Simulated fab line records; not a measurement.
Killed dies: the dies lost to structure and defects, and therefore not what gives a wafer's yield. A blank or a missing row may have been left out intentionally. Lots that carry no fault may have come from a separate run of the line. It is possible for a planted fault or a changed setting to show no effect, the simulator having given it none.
Which of the tools did it? + flow rit-cmos + Sampling: 7 lots, 21 wafers, 2 of 202 route steps

== WHAT THE GAUGES READ, wafer by wafer ==
RIT_PRETRO_TW_MEAS_10.
| lot  | measured    | on            | PRETRO_TW   |
|------|-------------|---------------|-------------|
| L429 | day 2 16:23 | film-metro-01 | 481 480 480 |
| L431 | day 3 01:23 | film-metro-03 | 478 478 479 |
| L434 | day 3 15:13 | film-metro-01 | 479 484 480 |
| L441 | day 5 00:46 | film-metro-02 | 441 438 436 |
| L444 | day 5 17:32 | film-metro-02 | 473 473 475 |
| L447 | day 6 08:00 | film-metro-02 | 474 474 471 |
| L450 | day 6 23:22 | film-metro-02 | 474 473 472 |

== WHICH TOOL RAN EACH LOT (tool, then ch and the chambers of the sampled wafers, then the start) ==
| lot  | RIT_PRETRO_IMPLANT_08          |
|------|--------------------------------|
| L429 | implanter-02 ch 0, day 2 16:04 |
| L431 | implanter-04 ch 0, day 3 01:05 |
| L434 | implanter-04 ch 0, day 3 14:55 |
| L441 | implanter-01 ch 0, day 5 00:28 |
| L444 | implanter-04 ch 0, day 5 17:13 |
| L447 | implanter-04 ch 0, day 6 07:41 |
| L450 | implanter-04 ch 0, day 6 23:04 |
- RIT_PRETRO_IMPLANT_08

== THE ANSWER, worked out from the rows above alone ==
Rule: what is usual is taken from the lots themselves. Put in order of their means at a reading, lots are off if they are a third of the lots or fewer, leave a main group of 4 or more, and stand apart from it by a gap of 3 or more times the standard deviation of the main group's means; of several such gaps the widest counts. The tables above print the reading to a certain number of digits; a main group whose means all agree to those digits is not used. Also off: a lot with no number at a reading for which 4 or more lots have one. Any other lot the step has rows for is counted as sound.
Off: at RIT_PRETRO_TW_MEAS_10 (PRETRO_TW), L441. Main group: mean 477, sd 3.4.
If a tool, at a process step before that reading, ran all the lots that are off and no sound lot after the first of them, it fits. The gauges at RIT_PRETRO_TW_MEAS_10 are tried like those tools. One fits: RIT_PRETRO_IMPLANT_08 on implanter-01. It ran no sound lot before its first lot that is off in this sample, so the start can't be narrowed down.

== WHAT WAS PUT IN BY THE SIMULATOR ==
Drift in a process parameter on implanter-01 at RIT_PRETRO_IMPLANT_08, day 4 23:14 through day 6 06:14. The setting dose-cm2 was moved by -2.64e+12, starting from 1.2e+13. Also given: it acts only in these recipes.
Struck lots among those shown: L441. Same finding as the rule above.
